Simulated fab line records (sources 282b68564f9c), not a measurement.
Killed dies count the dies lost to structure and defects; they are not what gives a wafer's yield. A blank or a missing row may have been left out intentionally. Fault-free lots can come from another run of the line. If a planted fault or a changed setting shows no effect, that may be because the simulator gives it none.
Which of the tools did it?    flow rit_cmos    14 lots, 42 wafers sampled, at 2 steps of a route of 202

## WHAT THE GAUGES SHOWED, per wafer
RIT_REOX_THK_MEAS_04.
lot   measured     on             REOX_OXIDE_THK (nm)
L935  day 2 16:25  film_metro-03  24.9 24.5 25.2
L936  day 2 22:07  film_metro-04  24.9 25.2 25.5
L937  day 3 02:08  film_metro-04  25.9 26.1 26.4
L938  day 3 07:55  film_metro-02  25.8 25.0 25.7
L939  day 3 11:58  film_metro-04  25.2 25.1 24.7
L940  day 3 16:52  film_metro-02  25.4 25.5 25.5
L941  day 3 22:28  film_metro-02  25.5 25.3 25.7
L942  day 4 03:11  film_metro-04  24.9 25.2 25.0
L943  day 4 09:00  film_metro-04  25.8 25.5 25.4
L944  day 4 13:12  film_metro-04  25.6 25.1 25.0
L945  day 4 18:16  film_metro-02  25.5 25.6 25.6
L946  day 4 22:37  film_metro-02  25.7 26.1 25.9
L953  day 6 10:53  film_metro-02  23.8 23.4 23.7
L954  day 6 15:05  film_metro-02  23.4 23.7 23.7

## EACH LOT AND THE TOOL THAT RAN IT (in order: tool; ch and the chambers of the sampled wafers; start)
lot   RIT_REOX_OXIDATION_03
L935  furnace-01 ch 0, day 2 13:52
L936  furnace-02 ch 0, day 2 19:34
L937  furnace-03 ch 0, day 2 23:35
L938  furnace-02 ch 0, day 3 05:22
L939  furnace-02 ch 0, day 3 09:25
L940  furnace-03 ch 0, day 3 14:18
L941  furnace-02 ch 0, day 3 19:55
L942  furnace-03 ch 0, day 4 00:38
L943  furnace-02 ch 0, day 4 06:27
L944  furnace-02 ch 0, day 4 10:38
L945  furnace-03 ch 0, day 4 15:43
L946  furnace-01 ch 0, day 4 20:04
L953  furnace-02 ch 0, day 6 08:19
L954  furnace-02 ch 0, day 6 12:32
- RIT_REOX_OXIDATION_03: target thk 25.2 nm, ox time 5580 s.

## WHAT THE TOOLS THEMSELVES READ (means of the sampled wafers that have a number; where no wafer has one, the mark that the record gives instead)
RIT_REOX_OXIDATION_03.
lot   tool        spike_tc_centre_C (C)  spike_tc_load_C (C)  spike_tc_source_C (C)  tube_center_temp_C (C)  tube_center_temp_C_max
L935  furnace-01  902.0                  929.2                926.4                  899.91                  901.7
L936  furnace-02  903.3                  925.6                922.3                  900.05                  902.4
L937  furnace-03  902.6                  926.0                923.1                  900.04                  902.7
L938  furnace-02  902.9                  926.3                922.0                  900.03                  902.2
L939  furnace-02  903.5                  926.1                921.7                  899.98                  902.2
L940  furnace-03  902.9                  926.3                923.5                  900.00                  902.2
L941  furnace-02  902.9                  924.9                922.8                  900.03                  902.2
L942  furnace-03  903.2                  925.7                923.5                  900.04                  902.6
L943  furnace-02  903.5                  926.9                922.1                  900.00                  902.0
L944  furnace-02  903.8                  925.4                922.9                  899.96                  902.0
L945  furnace-03  903.1                  925.6                923.3                  900.02                  902.5
L946  furnace-01  901.4                  928.2                926.4                  900.02                  902.6
L953  furnace-02  896.3                  919.2                916.4                  894.05                  896.4
L954  furnace-02  896.8                  920.0                915.7                  894.17                  896.1

## THE ANSWER, worked out from the rows above alone
Rule: usual is defined by the lots themselves. The widest of any qualifying gaps counts: lots, ordered by their means at a reading, are off when they make up no more than a third of the lots, leave a main group of 4 or more, and stand apart from it by 3 or more times the standard deviation of that group's means. The tables above print the reading to a certain number of digits; a main group whose means all agree to those digits is not used. Also off: a lot with no number at a reading for which 4 or more lots have one. The other lots that the step has rows for count as sound. First the gauges in route order, then the tools' own readings, where a lot's mean is used as printed above. The first step at which some lot is off is used, and at that step the reading that is off furthest; a lot without a number counts as furthest.
Off: at RIT_REOX_THK_MEAS_04 (REOX_OXIDE_THK), L953, L954. The main group: mean 25.4 nm, standard deviation 0.35.
A tool fits if, at a process step before that reading, it ran every lot that is off, and no sound lot after the first of them. Not tried: the gauges at RIT_REOX_THK_MEAS_04; whatever is off there is also off at RIT_REOX_OXIDATION_03, on other tools, and gauge error can't account for it. One fits: RIT_REOX_OXIDATION_03 on furnace-02. Its last sound lot is L944 (day 4 10:38), its first lot that is off L953 (day 6 08:19): a fault that began between those two fits.
The tool's own readings at RIT_REOX_OXIDATION_03 bear it out: on the lots that are off they differ by more than 5 times the standard deviation of the sound lots' means. spike_tc_centre_C reads 896.5 C there against 902.9 C on the sound lots; spike_tc_load_C reads 919.6 C there against 926.4 C on the sound lots; tube_center_temp_C reads 894.11 C there against 900.01 C on the sound lots; tube_center_temp_C_max reads 896.2 there against 902.3 on the sound lots.

## WHAT THE SIMULATOR PUT IN
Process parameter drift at RIT_REOX_OXIDATION_03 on furnace-02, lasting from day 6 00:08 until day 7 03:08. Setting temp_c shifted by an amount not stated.
Struck lots among those shown: L953, L954. This agrees with what the rule above found.
